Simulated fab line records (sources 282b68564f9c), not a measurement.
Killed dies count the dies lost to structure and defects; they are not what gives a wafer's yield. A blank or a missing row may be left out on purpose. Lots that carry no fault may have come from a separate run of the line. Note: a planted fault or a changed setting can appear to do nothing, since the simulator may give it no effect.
Split-lot study || flow rit cmos || 23 wafers read across 5 lots, on a route 202 steps long

== THE SPLIT ITSELF ==
At RIT_ACTIVE_COAT_06 (resist thk 1000 nm), the setting spin rpm was moved away from the recipe's 3250 rpm on 4 of the 23 wafers read, by +5.8% to +7.5%. This setting was run at the recipe's value on the other wafers.

== FROM THE SPLIT TO THE READING: what the file shows between them, 4 steps ==
- RIT_ACTIVE_SOFTBAKE_07: time 60 s
- RIT_ACTIVE_EXPOSE_08: exposes mask M1, target cd 1400 nm
- RIT_ACTIVE_DEVELOP_10: develop time 50 s
- RIT_ACTIVE_HARDBAKE_12: time 60 s

== THE READING ==
NOVOLAK_of_ACTIVE_COAT_06.thk nm (the simulator's own value, which no gauge read), in nm, at RIT_ACTIVE_ETCH_13 (etches Si3N4 in SF6, stops on SiO2, time 210 s, target depth 210 nm). There is no usual value for it anywhere in the file. The 19 wafers here that ran the recipe average 657.9 nm, standard deviation 7.5 nm.

{"wafer": "L075.1", "tool, chamber at the split": "litho track-04, 0", "spin rpm as run, rpm": 3250, "against the recipe": "recipe", "NOVOLAK_of_ACTIVE_COAT_06.thk nm, nm": 654.1, "against lot-mates on the recipe": "-"}
{"wafer": "L075.2", "tool, chamber at the split": "litho track-04, 0", "spin rpm as run, rpm": 3250, "against the recipe": "recipe", "NOVOLAK_of_ACTIVE_COAT_06.thk nm, nm": 653.2, "against lot-mates on the recipe": "-"}
{"wafer": "L075.3", "tool, chamber at the split": "litho track-04, 0", "spin rpm as run, rpm": 3250, "against the recipe": "recipe", "NOVOLAK_of_ACTIVE_COAT_06.thk nm, nm": 667.4, "against lot-mates on the recipe": "-"}
{"wafer": "L077.1", "tool, chamber at the split": "litho track-04, 0", "spin rpm as run, rpm": 3250, "against the recipe": "recipe", "NOVOLAK_of_ACTIVE_COAT_06.thk nm, nm": 656.8, "against lot-mates on the recipe": "-"}
{"wafer": "L077.3", "tool, chamber at the split": "litho track-04, 0", "spin rpm as run, rpm": 3439, "against the recipe": "+5.8%", "NOVOLAK_of_ACTIVE_COAT_06.thk nm, nm": 625.6, "against lot-mates on the recipe": -35.6}
{"wafer": "L077.4", "tool, chamber at the split": "litho track-04, 0", "spin rpm as run, rpm": 3250, "against the recipe": "recipe", "NOVOLAK_of_ACTIVE_COAT_06.thk nm, nm": 667.8, "against lot-mates on the recipe": "-"}
{"wafer": "L077.5", "tool, chamber at the split": "litho track-04, 0", "spin rpm as run, rpm": 3439, "against the recipe": "+5.8%", "NOVOLAK_of_ACTIVE_COAT_06.thk nm, nm": 628.2, "against lot-mates on the recipe": -33.0}
{"wafer": "L077.6", "tool, chamber at the split": "litho track-04, 0", "spin rpm as run, rpm": 3250, "against the recipe": "recipe", "NOVOLAK_of_ACTIVE_COAT_06.thk nm, nm": 658.9, "against lot-mates on the recipe": "-"}
{"wafer": "L078.2", "tool, chamber at the split": "litho track-02, 0", "spin rpm as run, rpm": 3250, "against the recipe": "recipe", "NOVOLAK_of_ACTIVE_COAT_06.thk nm, nm": 648.9, "against lot-mates on the recipe": "-"}
{"wafer": "L078.3", "tool, chamber at the split": "litho track-02, 0", "spin rpm as run, rpm": 3250, "against the recipe": "recipe", "NOVOLAK_of_ACTIVE_COAT_06.thk nm, nm": 667.9, "against lot-mates on the recipe": "-"}
{"wafer": "L078.4", "tool, chamber at the split": "litho track-02, 0", "spin rpm as run, rpm": 3250, "against the recipe": "recipe", "NOVOLAK_of_ACTIVE_COAT_06.thk nm, nm": 667.2, "against lot-mates on the recipe": "-"}
{"wafer": "L078.5", "tool, chamber at the split": "litho track-02, 0", "spin rpm as run, rpm": 3250, "against the recipe": "recipe", "NOVOLAK_of_ACTIVE_COAT_06.thk nm, nm": 643.5, "against lot-mates on the recipe": "-"}
{"wafer": "L078.6", "tool, chamber at the split": "litho track-02, 0", "spin rpm as run, rpm": 3250, "against the recipe": "recipe", "NOVOLAK_of_ACTIVE_COAT_06.thk nm, nm": 653.2, "against lot-mates on the recipe": "-"}
{"wafer": "L080.1", "tool, chamber at the split": "litho track-02, 0", "spin rpm as run, rpm": 3250, "against the recipe": "recipe", "NOVOLAK_of_ACTIVE_COAT_06.thk nm, nm": 656.2, "against lot-mates on the recipe": "-"}
{"wafer": "L080.2", "tool, chamber at the split": "litho track-02, 0", "spin rpm as run, rpm": 3493, "against the recipe": "+7.5%", "NOVOLAK_of_ACTIVE_COAT_06.thk nm, nm": 624.5, "against lot-mates on the recipe": -35.1}
{"wafer": "L080.3", "tool, chamber at the split": "litho track-02, 0", "spin rpm as run, rpm": 3493, "against the recipe": "+7.5%", "NOVOLAK_of_ACTIVE_COAT_06.thk nm, nm": 618.6, "against lot-mates on the recipe": -41.0}
{"wafer": "L080.4", "tool, chamber at the split": "litho track-02, 0", "spin rpm as run, rpm": 3250, "against the recipe": "recipe", "NOVOLAK_of_ACTIVE_COAT_06.thk nm, nm": 667, "against lot-mates on the recipe": "-"}
{"wafer": "L080.6", "tool, chamber at the split": "litho track-02, 0", "spin rpm as run, rpm": 3250, "against the recipe": "recipe", "NOVOLAK_of_ACTIVE_COAT_06.thk nm, nm": 655.5, "against lot-mates on the recipe": "-"}
{"wafer": "L084.1", "tool, chamber at the split": "litho track-03, 0", "spin rpm as run, rpm": 3250, "against the recipe": "recipe", "NOVOLAK_of_ACTIVE_COAT_06.thk nm, nm": 647, "against lot-mates on the recipe": "-"}
{"wafer": "L084.3", "tool, chamber at the split": "litho track-03, 0", "spin rpm as run, rpm": 3250, "against the recipe": "recipe", "NOVOLAK_of_ACTIVE_COAT_06.thk nm, nm": 663.6, "against lot-mates on the recipe": "-"}
{"wafer": "L084.4", "tool, chamber at the split": "litho track-03, 0", "spin rpm as run, rpm": 3250, "against the recipe": "recipe", "NOVOLAK_of_ACTIVE_COAT_06.thk nm, nm": 656.7, "against lot-mates on the recipe": "-"}
{"wafer": "L084.5", "tool, chamber at the split": "litho track-03, 0", "spin rpm as run, rpm": 3250, "against the recipe": "recipe", "NOVOLAK_of_ACTIVE_COAT_06.thk nm, nm": 650.4, "against lot-mates on the recipe": "-"}
{"wafer": "L084.6", "tool, chamber at the split": "litho track-03, 0", "spin rpm as run, rpm": 3250, "against the recipe": "recipe", "NOVOLAK_of_ACTIVE_COAT_06.thk nm, nm": 664.3, "against lot-mates on the recipe": "-"}

THE FIT
A straight line over all 23 wafers: NOVOLAK_of_ACTIVE_COAT_06.thk nm changes by -5.03 nm for each +1% of spin rpm; r = -0.88; the points scatter about the line by 7.2 nm.
The same after taking each lot's own level away (the mean of its wafers on the recipe; 23 wafers): -5.38 nm for each +1%; r = -0.90; scatter 7.1 nm.
Per that fit: largest spin rpm move, reading shift of 40 nm.
The span of the lots' own levels, 656.14 to 661.17 nm, comes to 0.7 times the standard deviation stated above.
Hence the lot-to-lot level has little effect on the slope; both slopes agree.
Check: -42.7 nm against its lot-mates is what the line predicts for one of the wafers moved furthest among these (+7.5%) when that wafer is left out of the fit. It came out at -35.1 nm against them.

== THESE WAFERS: OTHER SPLITS ==
These wafers also went through other splits before the reading. Each is held against what the fit with the lots' levels taken away leaves over:
{"other split on the same wafers": "RIT_ACTIVE_OXIDATION_01 ox time s", "wafers away from the commonest value": 18, "r with NOVOLAK_of_ACTIVE_COAT_06.thk nm (lot level and that fit taken away)": -0.01}

== THE WHOLE CHAIN: every reading that the file lists as answering this split, in the file's order ==
{"step": "RIT_ACTIVE_COAT_06", "what it does": "resist thk 1000 nm", "reading": "NOVOLAK_of_ACTIVE_COAT_06.thk nm (the simulator's own value, which no gauge read)", "change (the file's fit)": "-4.63 nm for each +1% of the setting", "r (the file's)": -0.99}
{"step": "RIT_ACTIVE_HARDBAKE_12", "what it does": "time 60 s", "reading": "NOVOLAK_of_ACTIVE_COAT_06.thk nm (the simulator's own value, which no gauge read)", "change (the file's fit)": "-4.05 nm for each +1% of the setting", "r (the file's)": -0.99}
{"step": "RIT_ACTIVE_ETCH_13", "what it does": "etches Si3N4 in SF6, stops on SiO2, time 210 s, target depth 210 nm", "reading": "NOVOLAK_of_ACTIVE_COAT_06.thk nm (the simulator's own value, which no gauge read)", "change (the file's fit)": "-5.39 nm for each +1% of the setting", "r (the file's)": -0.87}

== FILE'S OWN FIT ==
NOVOLAK_of_ACTIVE_COAT_06.thk nm changes by -5.39 nm for each +1% of spin rpm, r = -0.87.
